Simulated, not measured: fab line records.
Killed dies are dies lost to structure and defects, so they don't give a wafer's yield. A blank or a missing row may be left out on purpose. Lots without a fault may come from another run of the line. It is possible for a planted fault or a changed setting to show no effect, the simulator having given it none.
Which of the tools did it? -- flow rit-cmos -- Sampling: 14 lots, 42 wafers, 2 of 202 route steps

## WHAT EACH GAUGE READ, for each wafer
RIT_PSD_TW_MEAS_10.
lot,measured,on,PSD_TW
L985,day 3 03:07,film-metro-01,3402 3421 3419
L986,day 3 07:37,film-metro-02,3410 3417 3420
L987,day 3 16:01,film-metro-01,3437 3420 3433
L993,day 4 18:48,film-metro-02,30 30 30 30 30 30
L995,day 5 03:55,film-metro-03,30 30 30 30 30 30
L996,day 5 13:02,film-metro-01,3429 3435 3439
L997,day 5 16:13,film-metro-02,3440 3450 3454
L998,day 6 00:01,film-metro-02,3447 3454 3467
L101,day 6 10:18,film-metro-02,3442 3435 3447
L102,day 6 20:29,film-metro-02,3448 3425 3426
L103,day 6 23:35,film-metro-03,3363 3394 3373
L105,day 7 07:57,film-metro-02,3436 3423 3421
L107,day 7 21:22,film-metro-01,3425 3423 3427
L108,day 8 02:05,film-metro-03,3377 3381 3366

## WHAT TOOL EACH LOT RAN ON (gives the tool, then ch and the chambers of the sampled wafers, and finally the start)
lot,RIT_PSD_DEVELOP_05
L985,"litho-track-03 ch 0, day 3 02:00"
L986,"litho-track-03 ch 0, day 3 06:00"
L987,"litho-track-04 ch 0, day 3 15:00"
L993,"litho-track-03 ch 0, day 4 18:00"
L995,"litho-track-03 ch 0, day 5 03:00"
L996,"litho-track-01 ch 0, day 5 12:00"
L997,"litho-track-04 ch 0, day 5 15:00"
L998,"litho-track-04 ch 0, day 5 23:00"
L101,"litho-track-04 ch 0, day 6 09:00"
L102,"litho-track-01 ch 0, day 6 19:00"
L103,"litho-track-01 ch 0, day 6 22:00"
L105,"litho-track-04 ch 0, day 7 07:00"
L107,"litho-track-01 ch 0, day 7 20:00"
L108,"litho-track-01 ch 0, day 8 01:00"
- RIT_PSD_DEVELOP_05: develop time 50 s.

## WHAT THE TOOLS THEMSELVES READ (means of the sampled wafers that have a number; where no wafer has one, the mark that the record gives instead)
The record holds no such reading with a usual standard deviation.

## THE ANSWER, worked out from the rows above alone
Rule: usual is defined by the lots themselves. The widest of any qualifying gaps counts: lots, ordered by their means at a reading, are off when they make up no more than a third of the lots, leave a main group of 4 or more, and stand apart from it by 3 or more times the standard deviation of that group's means. A main group whose means are all the same, to the digits that the tables above print for the reading, isn't used. A lot without any number at a reading at which 4 lots or more have one is off too. Where the step has rows for the other lots, those lots are counted as sound. The gauges are gone through in route order, then the tools' own readings, and for those a lot's mean is taken as printed above. The first step at which some lot is off is used, and at that step the reading that is off furthest; a lot without a number counts as furthest.
Off: at RIT_PSD_TW_MEAS_10 (PSD_TW), L993, L995. The main group: mean 3423, standard deviation 24.
If a tool, at a process step before that reading, ran all the lots that are off and no sound lot after the first of them, it fits. The gauges at RIT_PSD_TW_MEAS_10 are tried like those tools. One candidate fits, namely litho-track-03 at RIT_PSD_DEVELOP_05. Its last sound lot is L986 (day 3 06:00), its first lot that is off L993 (day 4 18:00): a fault that began between those two fits.

## WHAT WAS PUT IN BY THE SIMULATOR
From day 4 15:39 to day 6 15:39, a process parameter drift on litho-track-03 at RIT_PSD_DEVELOP_05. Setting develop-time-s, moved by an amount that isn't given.
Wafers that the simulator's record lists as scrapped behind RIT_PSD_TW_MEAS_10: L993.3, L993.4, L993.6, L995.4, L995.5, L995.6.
Struck lots among those shown: L993, L995. The rule given above showed the same thing.
